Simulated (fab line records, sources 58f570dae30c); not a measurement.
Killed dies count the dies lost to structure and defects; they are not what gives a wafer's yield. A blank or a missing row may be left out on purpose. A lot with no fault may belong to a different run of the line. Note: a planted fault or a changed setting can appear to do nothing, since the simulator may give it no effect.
2 desks looking at one fault / flow berkeley cmos170 / each desk has only its own numbers; what lay behind them comes last

THE METROLOGY DESK
Lot by lot, what the gauges showed, no matter which tool ran the lot: averages of those sampled wafers that carry a number. The brackets show how far a lot's mean lies from the usual mean; more than 4 standard deviations puts the lot out of limits, marked OUT.
Columns: A = V2_OVL at UCB170_V2_OVL_MEAS_13, usual 2 nm; B = cd nm at UCB170_M3_CD_MEAS_90, usual 698 nm
lot=L903; first seen here=day 9 12:17; A=1; B=695
lot=L901; first seen here=day 9 13:02; A=-7; B=698
lot=L902; first seen here=day 9 15:39; A=5; B=702
lot=L907; first seen here=day 9 21:43; A=8; B=700
lot=L904; first seen here=day 9 22:34; A=-2; B=696
lot=L908; first seen here=day 10 12:58; A=-1; B=699
lot=L910; first seen here=day 10 22:34; A=6; B=704
lot=L909; first seen here=day 10 22:40; A=-3; B=699
lot=L911; first seen here=day 10 22:53; A=3; B=699
lot=L913; first seen here=day 11 12:21; A=3; B=703
lot=L912; first seen here=day 11 14:11; A=1; B=700
lot=L914; first seen here=day 11 18:13; A=4; B=701
lot=L918; first seen here=day 12 19:02; A=4; B=697
lot=L922; first seen here=day 14 05:17; A=1; B=698
This desk found nothing out of limits on any of the 14 lots.

FOR THE TOOL OWNER'S DESK: lpcvd-01
The tool's own readings at UCB170_CONTACT_CVD_01 (deposits PSG from SiH4/O2/PH3, target thk 700 nm, time 2820 s): means of the sampled wafers that have a number, for each lot that ran on this tool. The brackets show how far a lot's mean lies from the usual mean; more than 4 standard deviations puts the lot out of limits, marked OUT.
Columns: A = susceptor temp C at UCB170_CONTACT_CVD_01, usual 450.04 C
lot=L904; first seen here=day 9 06:16; A=450.01
lot=L910; first seen here=day 10 04:56; A=449.98
lot=L911; first seen here=day 10 06:43; A=450.04
lot=L912; first seen here=day 10 21:08; A=449.80
lot=L914; first seen here=day 10 21:08; A=450.12
This desk found nothing out of limits on any of the 5 lots.

BROUGHT TOGETHER
At the metrology desk, nothing out of limits was observed.
Nothing out of limits was seen by the tool owner's desk.

WHAT WAS PUT IN BY THE SIMULATOR
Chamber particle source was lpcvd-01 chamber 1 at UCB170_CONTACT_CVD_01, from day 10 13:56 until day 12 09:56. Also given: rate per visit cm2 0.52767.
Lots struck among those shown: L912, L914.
